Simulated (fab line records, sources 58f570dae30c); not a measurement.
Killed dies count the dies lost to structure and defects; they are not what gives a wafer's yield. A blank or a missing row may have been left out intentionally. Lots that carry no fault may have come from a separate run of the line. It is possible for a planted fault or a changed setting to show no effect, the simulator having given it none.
Split-lot experiment ; flow berkeley cmos170 ; 23 wafers read from 5 lots, route of 331 steps

SPLIT DETAILS
At UCB170_PLDD_PEB_04, the setting peb temp c was moved away from the recipe's 130 C on 11 of the 23 wafers read, by -2.5% to +2.9%. All remaining wafers had this setting at the recipe value.

FROM THE SPLIT TO THE READING: what the file shows between them, 1 step
- UCB170_PLDD_DEVELOP_05: develop time 45 s

THE READING
At UCB170_PLDD_CD_MEAS_06: cd nm in nanometres, against a target cd of 1200 nm. Fault-free wafers of this fab line usually give 1200.0 nm, standard deviation 1.4 nm.

wafer;tool, chamber at the split;peb temp c as run, C;against the recipe;cd nm, nm;against lot-mates on the recipe
L075.1;litho track-04, 0;132.4;+1.8%;1214.3;+13.2
L075.2;litho track-04, 0;130;recipe;1201.6;-
L075.3;litho track-04, 0;132.4;+1.8%;1215.4;+14.4
L075.5;litho track-04, 0;132.4;+1.8%;1216.4;+15.4
L075.6;litho track-04, 0;130;recipe;1200.5;-
L074.1;litho track-01, 0;130;recipe;1199.6;-
L074.2;litho track-01, 0;130;recipe;1197.5;-
L074.4;litho track-01, 0;130;recipe;1197.9;-
L074.5;litho track-01, 0;133.8;+2.9%;1219.3;+21.0
L074.6;litho track-01, 0;133.8;+2.9%;1220.0;+21.7
L076.1;litho track-04, 0;126.7;-2.5%;1177.0;-25.0
L076.2;litho track-04, 0;126.7;-2.5%;1175.8;-26.2
L076.3;litho track-04, 0;130;recipe;1201.9;-
L076.4;litho track-04, 0;130;recipe;1202.0;-
L076.5;litho track-04, 0;126.7;-2.5%;1176.0;-26.0
L078.1;litho track-02, 0;130;recipe;1201.2;-
L078.2;litho track-02, 0;133;+2.3%;1217.6;+16.9
L078.4;litho track-02, 0;130;recipe;1200.2;-
L078.5;litho track-02, 0;133;+2.3%;1219.6;+18.9
L078.6;litho track-02, 0;133;+2.3%;1219.2;+18.5
L080.4;litho track-02, 0;130;recipe;1201.3;-
L080.5;litho track-02, 0;130;recipe;1199.3;-
L080.6;litho track-02, 0;130;recipe;1199.8;-

THE FIT
A straight line over all 23 wafers: cd nm changes by +8.27 nm for each +1% of peb temp c; r = +0.99; the points scatter about the line by 2 nm.
The same after taking each lot's own level away (the mean of its wafers on the recipe; 23 wafers): +8.6 nm for each +1%; r = +0.99; scatter 1.8 nm.
Per that fit: largest peb temp c move, reading shift of 25 nm.
Across the lots, their own levels run from 1198.33 to 1201.95 nm, a range of 2.6 times the standard deviation given above.
The two slopes are in agreement: the lot-to-lot level therefore moves the slope only a little.
Check: +24.4 nm against its lot-mates is what the line predicts for one of the wafers moved furthest among these (+2.9%) when that wafer is left out of the fit. Against them it came out at +21 nm.

ADDITIONAL SPLITS CARRIED BY THESE WAFERS
Before the reading, these wafers also passed through other splits. Each is held against what the fit with the lots' levels taken away leaves over:
other split on the same wafers;wafers away from the commonest value;r with cd nm (lot level and that fit taken away)
UCB170_ACTIVE_CVD_05 time s;18;-0.23
UCB170_NVT_IMPLANT_07 dose cm2;9;+0.15
UCB170_PVT_IMPLANT_07 energy kev;7;-0.17

THE FILE'S OWN FIT
cd nm changes by +8.25 nm for each +1% of peb temp c, r = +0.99.
